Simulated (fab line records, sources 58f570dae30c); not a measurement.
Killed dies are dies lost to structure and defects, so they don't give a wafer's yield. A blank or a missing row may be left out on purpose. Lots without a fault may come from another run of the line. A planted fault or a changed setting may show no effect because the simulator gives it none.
Split-lot experiment | flow berkeley_cmos170 | 5 lots, 23 wafers read, on a route of 331 steps

THE SPLIT
At UCB170_PSD_EXPOSE_03 (exposes mask PSELECT MOD, target cd 1200 nm), the setting dose_mj was moved away from the recipe's 30 on 11 of the 23 wafers read, by -6.5% to +6.3%. The other wafers ran this setting at the recipe's value.

FROM THE SPLIT TO THE READING: what the file shows between them, 2 steps
- UCB170_PSD_PEB_04
- UCB170_PSD_DEVELOP_05: develop time 45 s

THE READING
cd_nm, in nm, at UCB170_PSD_CD_MEAS_06 (target cd 1200 nm). Fault-free wafers of this fab line usually give 1200.1 nm, standard deviation 1.4 nm.

wafer  | tool, chamber at the split | dose_mj as run | against the recipe | cd_nm, nm | against lot-mates on the recipe
L079.2 | krf_scanner-02, 0          | 30             | recipe             | 1200.7    | -
L079.3 | krf_scanner-02, 0          | 30             | recipe             | 1200.4    | -
L079.4 | krf_scanner-02, 0          | 30             | recipe             | 1200.4    | -
L079.5 | krf_scanner-02, 0          | 29.25          | -2.5%              | 1195.5    | -5.0
L079.6 | krf_scanner-02, 0          | 29.25          | -2.5%              | 1197.8    | -2.7
L081.1 | krf_scanner-02, 0          | 30             | recipe             | 1197.9    | -
L081.2 | krf_scanner-02, 0          | 31.88          | +6.3%              | 1210.6    | +12.6
L081.3 | krf_scanner-02, 0          | 31.88          | +6.3%              | 1208.9    | +11.0
L081.4 | krf_scanner-02, 0          | 31.88          | +6.3%              | 1208.7    | +10.8
L081.6 | krf_scanner-02, 0          | 30             | recipe             | 1198.0    | -
L083.1 | krf_scanner-02, 0          | 30             | recipe             | 1199.4    | -
L083.4 | krf_scanner-02, 0          | 30             | recipe             | 1199.1    | -
L083.5 | krf_scanner-02, 0          | 30             | recipe             | 1199.9    | -
L084.2 | krf_scanner-01, 0          | 28.04          | -6.5%              | 1188.9    | -12.2
L084.3 | krf_scanner-01, 0          | 28.04          | -6.5%              | 1188.6    | -12.6
L084.4 | krf_scanner-01, 0          | 30             | recipe             | 1201.6    | -
L084.5 | krf_scanner-01, 0          | 30             | recipe             | 1200.7    | -
L084.6 | krf_scanner-01, 0          | 28.04          | -6.5%              | 1188.7    | -12.5
L085.1 | krf_scanner-02, 0          | 31.65          | +5.5%              | 1211.5    | +9.9
L085.2 | krf_scanner-02, 0          | 30             | recipe             | 1201.4    | -
L085.3 | krf_scanner-02, 0          | 31.65          | +5.5%              | 1211.5    | +9.9
L085.4 | krf_scanner-02, 0          | 31.65          | +5.5%              | 1210.0    | +8.4
L085.5 | krf_scanner-02, 0          | 30             | recipe             | 1201.8    | -

THE FIT
A straight line over all 23 wafers: cd_nm changes by +1.7 nm for each +1% of dose_mj; r = +0.98; the points scatter about the line by 1.4 nm.
The same after taking each lot's own level away (the mean of its wafers on the recipe; 23 wafers): +1.82 nm for each +1%; r = +1.00; scatter 0.69 nm.
On that fit, the largest move of dose_mj shifts the reading by 12 nm.
The lots' own levels span 1197.95 to 1201.60 nm, that is 2.6 times the standard deviation above.
So the lot-to-lot level changes the slope little: the two slopes agree.
Check: with one of the wafers moved furthest among these (-6.5%) left out of the fit, the line predicts -11.9 nm for it against its lot-mates. It came out at -12.2 nm against them.

OTHER SPLITS ON THESE WAFERS
These wafers also went through other splits before the reading. Each is held against what the fit with the lots' levels taken away leaves over:
other split on the same wafers | wafers away from the commonest value | r with cd_nm (lot level and that fit taken away)
UCB170_GATE_COAT_07 spin_rpm   | 10                                   | +0.21
UCB170_PLDD_PEB_04 peb_temp_c  | 11                                   | +0.03
UCB170_NLDD_PEB_04 peb_temp_c  | 6                                    | -0.26

THE FILE'S OWN FIT
cd_nm changes by +1.81 nm for each +1% of dose_mj, r = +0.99.
